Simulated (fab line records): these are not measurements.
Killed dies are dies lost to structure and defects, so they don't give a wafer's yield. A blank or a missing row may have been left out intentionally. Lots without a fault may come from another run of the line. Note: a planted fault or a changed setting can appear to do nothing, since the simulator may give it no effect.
What tool caused it? | flow berkeley_cmos170 | 14 lots with 42 wafers sampled at 5 steps, on a route of 331 steps

== WHAT EACH GAUGE READ, for each wafer ==
UCB170_FIELD_THK_MEAS_91.
lot  | measured     | on            | FIELD_OXIDE_LEFT_2_THK (nm)
L609 | day 5 04:01  | film_metro-01 | 345 348 342
L610 | day 5 11:33  | film_metro-03 | 356 361 357
L611 | day 5 16:16  | film_metro-01 | 330 330 317
L613 | day 6 09:28  | film_metro-04 | 353 345 344
L612 | day 6 10:39  | film_metro-01 | 348 345 351
L619 | day 7 05:29  | film_metro-03 | 333 329 329
L620 | day 7 17:23  | film_metro-03 | 346 343 346
L625 | day 8 20:05  | film_metro-04 | 337 347 343
L623 | day 8 20:16  | film_metro-04 | 356 357 351
L626 | day 9 07:20  | film_metro-04 | 358 355 354
L627 | day 9 16:02  | film_metro-01 | 351 356 346
L628 | day 9 16:52  | film_metro-04 | 333 343 340
L630 | day 10 03:18 | film_metro-04 | 361 354 341
L631 | day 10 03:47 | film_metro-04 | 354 350 350

UCB170_GATE_CD_MEAS_12 targets a cd of 350 nm.
lot  | measured     | on        | cd_nm (nm)
L609 | day 5 12:55  | cd_sem-01 | 350.0 350.1 350.2
L610 | day 6 02:43  | cd_sem-01 | 349.1 349.4 349.7
L611 | day 6 03:12  | cd_sem-01 | 345.9 348.5 346.4
L613 | day 6 19:47  | cd_sem-01 | 349.5 347.0 346.8
L612 | day 6 20:52  | cd_sem-01 | 348.6 350.0 349.7
L619 | day 7 14:30  | cd_sem-01 | 301.2 301.3 301.3 301.1 301.3 301.1
L620 | day 8 03:39  | cd_sem-01 | 301.3 301.1 298.5 300.8 301.2 298.6
L625 | day 9 14:07  | cd_sem-02 | 348.8 346.9 347.9
L623 | day 9 14:01  | cd_sem-01 | 350.0 351.0 351.2
L626 | day 9 19:39  | cd_sem-02 | 352.1 352.4 351.8
L627 | day 10 02:10 | cd_sem-02 | 351.6 352.7 351.9
L628 | day 10 02:41 | cd_sem-02 | 350.0 349.8 349.8
L630 | day 10 16:13 | cd_sem-01 | 350.7 349.4 349.6
L631 | day 10 16:24 | cd_sem-02 | 347.9 348.6 349.2

UCB170_PLDD_OVL_MEAS_07.
lot  | measured     | on         | PLDD_OVL (nm)
L609 | day 5 16:22  | overlay-01 | -5 2 -10
L610 | day 6 04:40  | overlay-01 | 0 6 3
L611 | day 6 05:50  | overlay-01 | 9 -5 7
L613 | day 6 21:50  | overlay-01 | -5 -7 -6
L612 | day 6 22:48  | overlay-02 | 2 -4 -2
L619 | day 8 10:19  | overlay-02 | -16 0 -11
L620 | day 8 15:34  | overlay-02 | -17 -4 -10
L625 | day 9 16:27  | overlay-02 | -8 -8 1
L623 | day 9 16:10  | overlay-01 | -8 -10 -5
L626 | day 9 23:40  | overlay-02 | -6 11 -8
L627 | day 10 03:56 | overlay-02 | -1 3 -2
L628 | day 10 04:44 | overlay-02 | -1 8 7
L630 | day 10 19:03 | overlay-02 | -8 -6 2
L631 | day 10 19:19 | overlay-01 | 10 -8 4

== WHICH TOOL RAN EACH LOT (tool, then ch and the chambers of the sampled wafers, then the start) ==
lot  | UCB170_GATE_COAT_07               | UCB170_GATE_STRIP_16
L609 | litho_track-02 ch 0, day 5 11:00  | plasma_asher-03 ch 1, day 5 13:08
L610 | litho_track-02 ch 0, day 6 02:00  | plasma_asher-02 ch 0,1, day 6 02:58
L611 | litho_track-04 ch 0, day 6 02:00  | plasma_asher-01 ch 0,1, day 6 03:25
L613 | litho_track-04 ch 0, day 6 18:00  | plasma_asher-03 ch 0,1, day 6 20:02
L612 | litho_track-04 ch 0, day 6 19:00  | plasma_asher-02 ch 0,1, day 6 21:07
L619 | litho_track-04 ch 0, day 7 13:00  | plasma_asher-01 ch 0,1, day 8 06:02
L620 | litho_track-04 ch 0, day 8 02:00  | plasma_asher-03 ch 0,1, day 8 10:53
L625 | litho_track-02 ch 0, day 9 13:00  | plasma_asher-03 ch 0,1, day 9 14:22
L623 | litho_track-01 ch 0, day 9 12:00  | plasma_asher-01 ch 0,1, day 9 14:16
L626 | litho_track-02 ch 0, day 9 18:00  | plasma_asher-03 ch 0,1, day 9 19:53
L627 | litho_track-01 ch 0, day 10 01:00 | plasma_asher-03 ch 1, day 10 02:25
L628 | litho_track-02 ch 0, day 10 01:00 | plasma_asher-02 ch 0,1, day 10 02:56
L630 | litho_track-01 ch 0, day 10 14:00 | plasma_asher-01 ch 0, day 10 16:31
L631 | litho_track-02 ch 0, day 10 15:00 | plasma_asher-01 ch 0,1, day 10 16:38
- UCB170_GATE_COAT_07: resist thk 900 nm.
- UCB170_GATE_STRIP_16: strips in O2.

== AS READ BY THE TOOLS THEMSELVES (means over the sampled wafers that have a number; for cases with no such wafer, the mark the record gives instead) ==
UCB170_GATE_STRIP_16.
lot  | tool            | drypump_motor_current_A (A) | oes_product_au (a.u.)
L609 | plasma_asher-03 | 5.7                         | 0.725
L610 | plasma_asher-02 | 5.7                         | 0.724
L611 | plasma_asher-01 | 6.2                         | 0.727
L613 | plasma_asher-03 | 6.0                         | 0.721
L612 | plasma_asher-02 | 5.7                         | 0.728
L619 | plasma_asher-01 | 5.9                         | 0.476
L620 | plasma_asher-03 | 5.8                         | 0.473
L625 | plasma_asher-03 | 5.9                         | 0.726
L623 | plasma_asher-01 | 6.2                         | 0.724
L626 | plasma_asher-03 | 5.9                         | 0.725
L627 | plasma_asher-03 | 5.7                         | 0.723
L628 | plasma_asher-02 | 5.7                         | 0.730
L630 | plasma_asher-01 | 6.5                         | 0.721
L631 | plasma_asher-01 | 6.0                         | 0.723

== THE ANSWER, worked out from the rows above alone ==
Rule: usual is defined by the lots themselves. The widest of any qualifying gaps counts: lots, ordered by their means at a reading, are off when they make up no more than a third of the lots, leave a main group of 4 or more, and stand apart from it by 3 or more times the standard deviation of that group's means. Not used: any main group whose means are identical at the precision the tables above print for the reading. A lot without any number at a reading at which 4 lots or more have one is off too. Where the step has rows for the other lots, those lots are counted as sound. First the gauges in route order, then the tools' own readings, where a lot's mean is used as printed above. The first step at which some lot is off is used, and at that step the reading that is off furthest; a lot without a number counts as furthest.
Off, at UCB170_GATE_CD_MEAS_12 on cd_nm: L619, L620. For the main group the mean is 349.6 nm and the standard deviation 1.5.
If a tool, at a process step before that reading, ran all the lots that are off and no sound lot after the first of them, it fits. Not tried: the gauges at UCB170_GATE_CD_MEAS_12; whatever is off there is also off at UCB170_GATE_STRIP_16, on other tools, and gauge error can't account for it. One candidate fits, namely litho_track-04 at UCB170_GATE_COAT_07. A fault onset in the window from L612 (day 6 19:00, its last sound lot) to L619 (day 7 13:00, its first lot off) fits.

== WHAT THE SIMULATOR HAD INSERTED ==
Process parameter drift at UCB170_GATE_COAT_07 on litho_track-04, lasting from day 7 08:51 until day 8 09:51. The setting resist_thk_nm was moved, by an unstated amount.
Shown lots that were struck: L619, L620. The rule above found the same.
